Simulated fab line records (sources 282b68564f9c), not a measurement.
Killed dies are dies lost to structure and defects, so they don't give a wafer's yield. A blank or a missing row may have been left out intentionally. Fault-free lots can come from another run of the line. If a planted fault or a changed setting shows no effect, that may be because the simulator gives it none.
A struck lot beside a sound one | flow rit-cmos | 17 out of 202 route steps
Sound: these wafers, L671.1, L671.2, L671.4. Struck: wafers L681.1, L681.2, L681.4. Last of all comes the cause.
Order at every step that has rows: each side's tool, ch and its chambers, its first start. Under that, the readings that differ: sound wafers | struck wafers | difference of the means | sigmas: that difference in standard deviations of wafers without a fault.
alike: readings with means less than 2 such deviations apart, plus words and numbers identical on both sides. not compared: withheld readings, readings lacking a value on some wafer, bounds such as >300 that could conceal the same value, and numbers that have no deviation in the record and whose values overlap.
A row with sigmas, a row that says differs or no value, or rows on one side alone: a step with any of these is where the two part. Numbers that don't overlap but have no deviation are shown without sigmas and don't part them. A reading missing from all wafers of one side parts the sides only when that side holds two or more wafers.

first, 1 step without rows for these wafers: RIT_PRETRO_DEVELOP_05 (develop time 68 s).
RIT_PRETRO_OVL_MEAS_06:
  sound on overlay-02, day 3 18:17; struck on overlay-02, day 5 20:30
  alike: PRETRO_OVL
then, 2 steps without rows for these wafers: RIT_PRETRO_HARDBAKE_07 (time 120 s); RIT_PRETRO_IMPLANT_08.
RIT_PRETRO_STRIP_09: strips in O2, time 180 s.
  sound on plasma-asher-03 ch 0,1, day 3 18:43; struck on plasma-asher-03 ch 0,1, day 5 20:56
  alike: drypump-motor-current-A
  not compared: rf-hours-counter-h
RIT_PRETRO_TW_MEAS_10:
  sound on film-metro-02, day 3 18:53; struck on film-metro-04, day 5 21:07
  alike: PRETRO_TW
then, 5 steps without rows for these wafers: RIT_GATE_WET_ETCH_00 (etches SiO2 in BOE, target depth 56 nm, time 60 s); RIT_GATE_CLEAN_01 (cleans in SC1, time 600 s); RIT_GATE_CLEAN_02 (cleans in dHF, time 30 s); RIT_GATE_CLEAN_03 (cleans in SC2, time 600 s); RIT_GATE_CLEAN_04 (cleans in dHF, time 60 s).
RIT_FOX2_THK_MEAS_91:
  sound on film-metro-03, day 3 19:22; struck on film-metro-01, day 5 21:36
  alike: FIELD_OXIDE_LEFT_2_THK
RIT_GATE_OXIDATION_05: target thk 3 nm, ox time 270 s.
  sound on furnace-01 ch 0, day 3 20:19; struck on furnace-01 ch 0, day 5 21:40
  reading                                     | sound           | struck           | difference | sigmas
  ox-time-s (s)                               | 270 270 270     | 513 513 513      | +243       |
  model.SiO2_of_GATE_OXIDATION_05.thk-nm (nm) | 2.951 2.9 2.919 | 4.856 4.919 4.83 | +1.945     |
  alike: tube-center-temp-C
then, 1 step without rows for these wafers: RIT_GATE_ANNEAL_06 (time 600 s).
RIT_GATE_THK_MEAS_07:
  sound on film-metro-03, day 3 21:38; struck on film-metro-04, day 5 22:59
  reading             | sound          | struck         | difference | sigmas
  GATE_OXIDE_THK (nm) | 3.04 2.89 2.88 | 4.88 4.92 4.81 | +1.93      | +27
then, 1 step without rows for these wafers: RIT_GATE_CVD_08 (deposits poly-Si from SiH4, target thk 250 nm, time 2314 s).
RIT_M1_PROBE_99:
  sound on prober-02, day 4 20:29; struck on prober-02, day 6 23:14
  reading                             | sound             | struck              | difference | sigmas
  model.etest.pmos_0p3.r-on-ohm-um    | 6210 6121 6171    | 9929 1.002e+04 9859 | +3769      |
  model.etest.pmos-turned.r-on-ohm-um | 3624 3460 3499    | 4797 4866 4722      | +1267      |
  model.etest.pmos_0p15.r-on-ohm-um   | 2788 2709 2711    | 3775 3871 3710      | +1049      |
  model.etest.nmos_0p3.r-on-ohm-um    | 2159 2105 2107    | 3179 3218 3136      | +1054      |
  model.etest.nmos_0p15.r-on-ohm-um   | 1135 1104 1084    | 1421 1448 1394      | +313       |
  model.etest.nmos_0p15.drive-ua-um   | 470.7 481.6 485.8 | 316.1 295.9 307.6   | -172.8     |
  model.etest.nmos-narrow.drive-ua-um | 240.4 247.5 243.9 | 112.5 107.9 112.3   | -133.0     |
  model.etest.nmos_0p3.drive-ua-um    | 229.5 233.2 232   | 114.4 109.2 113.5   | -119.2     |
  alike: killed_at_M0_to_M3, killed-at-contacts, killed-at-front-end, killed-dies, killed-on-rim, killed-open, killed-short

WHERE THEY PART
Only at RIT_GATE_THK_MEAS_07, within this record. Later steps at which nothing parts them and some readings are alike: RIT_M1_PROBE_99.

WHY: what had been put in by the simulator
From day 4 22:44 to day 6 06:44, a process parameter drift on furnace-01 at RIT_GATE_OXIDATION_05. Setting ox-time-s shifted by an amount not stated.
